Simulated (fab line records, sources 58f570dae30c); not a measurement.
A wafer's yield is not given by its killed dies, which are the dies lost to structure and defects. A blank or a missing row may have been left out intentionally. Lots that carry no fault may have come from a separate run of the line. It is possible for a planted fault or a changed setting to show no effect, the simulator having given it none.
Chamber matching + flow berkeley-cmos170 + 3 sister chambers for UCB170_V2_CVD_00 on pecvd-01
The step deposits SiO2 from TEOS/O2, target thk 2000 nm, time 250 s. 6 wafers are shown with their chamber, then 7 later ones without.

WAFERS, EACH WITH ITS CHAMBER
| wafer  | chamber | heater-power-w (W) |
|--------|---------|--------------------|
| L961.1 | 2       | 232                |
| L966.3 | 2       | 248                |
| L965.3 | 0       | 214                |
| L965.6 | 1       | 165                |
| L970.1 | 0       | 304                |
| L970.5 | 1       | 167                |

WAFERS WITH NO CHAMBER GIVEN
| wafer  | heater-power-w (W) |
|--------|--------------------|
| L970.6 | 174                |
| L980.2 | 242                |
| L980.5 | 212                |
| L980.6 | 171                |
| L981.1 | 172                |
| L981.5 | 208                |
| L981.6 | 233                |

WHICH CHAMBER EACH WENT THROUGH
| wafer  | from the rows above          | in truth |
|--------|------------------------------|----------|
| L970.6 | can't be placed: 1 or 2      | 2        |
| L980.2 | can't be placed: 2 or 0 or 1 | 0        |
| L980.5 | can't be placed: 2 or 1 or 0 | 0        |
| L980.6 | can't be placed: 1 or 2      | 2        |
| L981.1 | can't be placed: 1 or 2      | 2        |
| L981.5 | can't be placed: 2 or 1 or 0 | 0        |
| L981.6 | can't be placed: 2 or 0 or 1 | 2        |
0 of 7 placed correctly. Can't be placed from these rows: 7 (the true chamber is among the candidates in 7). Placed wrongly: 0.
How it was worked out, from the rows above alone: a wafer's distance from a chamber is the root of the sum, over the readings, of the square of ((its reading less the chamber's mean) divided by the reading's scatter). If the next closest chamber is less than 2 further off than the closest, the wafer can't be placed; otherwise it belongs to the closest. Each chamber's mean is taken over the wafers shown for it. The scatter: the root of (the sum of the squares of (reading less its chamber's mean) over the shown wafers, divided by (wafers less chambers)).
